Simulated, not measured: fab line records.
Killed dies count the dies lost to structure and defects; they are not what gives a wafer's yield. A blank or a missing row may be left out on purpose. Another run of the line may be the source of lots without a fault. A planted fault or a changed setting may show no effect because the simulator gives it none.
Struck lot and sound lot, side by side || flow rit cmos || 18 steps out of a route of 202
Sound: wafers L503.1, L503.4, L503.6. Wafers struck: L506.1, L506.3, L506.5. The cause is given at the end.
For every step that has rows: the tool of each side, followed by ch and its chambers, followed by its first start. Under that, the readings that differ: sound wafers || struck wafers || difference of the means || sigmas: that difference in standard deviations of wafers without a fault.
alike: readings whose means differ by less than 2 such deviations, and words and numbers that are the same on both sides. not compared: withheld readings, readings that some wafer has no value for, bounds like >300 that may hide the same value, and numbers for which the record gives no deviation and whose values overlap.
A row with sigmas, a row that says differs or no value, or rows on one side alone: a step with any of these is where the two part. Non-overlapping numbers with no deviation appear without sigmas and do not part them. A reading that every wafer of one side lacks parts them only if that side has two wafers or more.

first, 2 steps without rows for these wafers: RIT_NWELL_HARDBAKE_07 (time 120 s); RIT_NWELL_IMPLANT_08.
RIT_NWELL_STRIP_09: strips in O2, time 180 s.
  sound on plasma asher-04 ch 0,1, day 1 22:16; struck on plasma asher-02 ch 0,1, day 2 11:38
  alike: drypump motor current A
  not compared: rf hours counter h
RIT_NWELL_TW_MEAS_10:
  struck on film metro-01, day 2 11:49; sound on film metro-01, day 1 22:26
  alike: NWELL_TW
then, 6 steps without rows for these wafers: RIT_PWELL_HMDS_00 (prime time 60 s); RIT_PWELL_COAT_01 (resist thk 1300 nm); RIT_PWELL_SOFTBAKE_02 (time 60 s); RIT_PWELL_EXPOSE_03 (exposes mask M3, target cd 43700 nm); RIT_PWELL_PEB_04; RIT_PWELL_DEVELOP_05 (develop time 68 s).
RIT_PWELL_OVL_MEAS_06:
  struck on overlay-01, day 2 12:52; sound on overlay-02, day 1 23:34
  alike: PWELL_OVL
then, 1 step without rows for these wafers: RIT_PWELL_HARDBAKE_07 (time 120 s).
RIT_PWELL_IMPLANT_08:
  sound on implanter-02 ch 0, day 1 23:50; struck on implanter-04 ch 0, day 2 13:10
{"reading": "dose ions cm2", "sound": "7.009e+13 7.012e+13 6.996e+13", "struck": "3.547e+13 3.56e+13 3.548e+13", "difference": -3.454e+13, "sigmas": "-99 or more"}
{"reading": "faraday current uA", "sound": "218 209 216", "struck": "111 113 113", "difference": -102, "sigmas": -25}
RIT_PWELL_STRIP_09: strips in O2, time 180 s.
  sound on plasma asher-02 ch 0,1, day 1 23:59; struck on plasma asher-01 ch 0,1, day 2 13:19
  alike: drypump motor current A
  not compared: rf hours counter h
RIT_PWELL_TW_MEAS_10:
  struck on film metro-01, day 2 13:43; sound on film metro-02, day 2 00:10
{"reading": "PWELL_TW", "sound": "949 947 948", "struck": "768 769 774", "difference": -178, "sigmas": -16}
  not compared: hold
RIT_WELLDRIVE_RS_MEAS_01: the measuring method here is four-point-probe.
  struck on film metro-01, day 3 03:01; sound on film metro-04, day 2 05:19
  alike: NWELL_RS
RIT_WELLDRIVE_RS_MEAS_02: the measuring method here is four-point-probe.
  struck on film metro-01, day 3 03:25; sound on film metro-04, day 2 05:26
{"reading": "PWELL_RS (ohm/sq)", "sound": "428.5 428.7 428.4", "struck": "671.4 671.6 669.3", "difference": "+242.2", "sigmas": "+99 or more"}
  not compared: hold
RIT_M1_PROBE_99:
  the record has rows for the sound wafers here (prober-01, day 3 15:40) and none for the struck ones

## WHERE THEY PART
First at RIT_PWELL_IMPLANT_08; last, within this record, at RIT_M1_PROBE_99.

WHY: what had been put in by the simulator
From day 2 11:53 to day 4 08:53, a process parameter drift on implanter-04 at RIT_PWELL_IMPLANT_08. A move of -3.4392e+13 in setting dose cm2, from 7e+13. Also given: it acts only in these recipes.
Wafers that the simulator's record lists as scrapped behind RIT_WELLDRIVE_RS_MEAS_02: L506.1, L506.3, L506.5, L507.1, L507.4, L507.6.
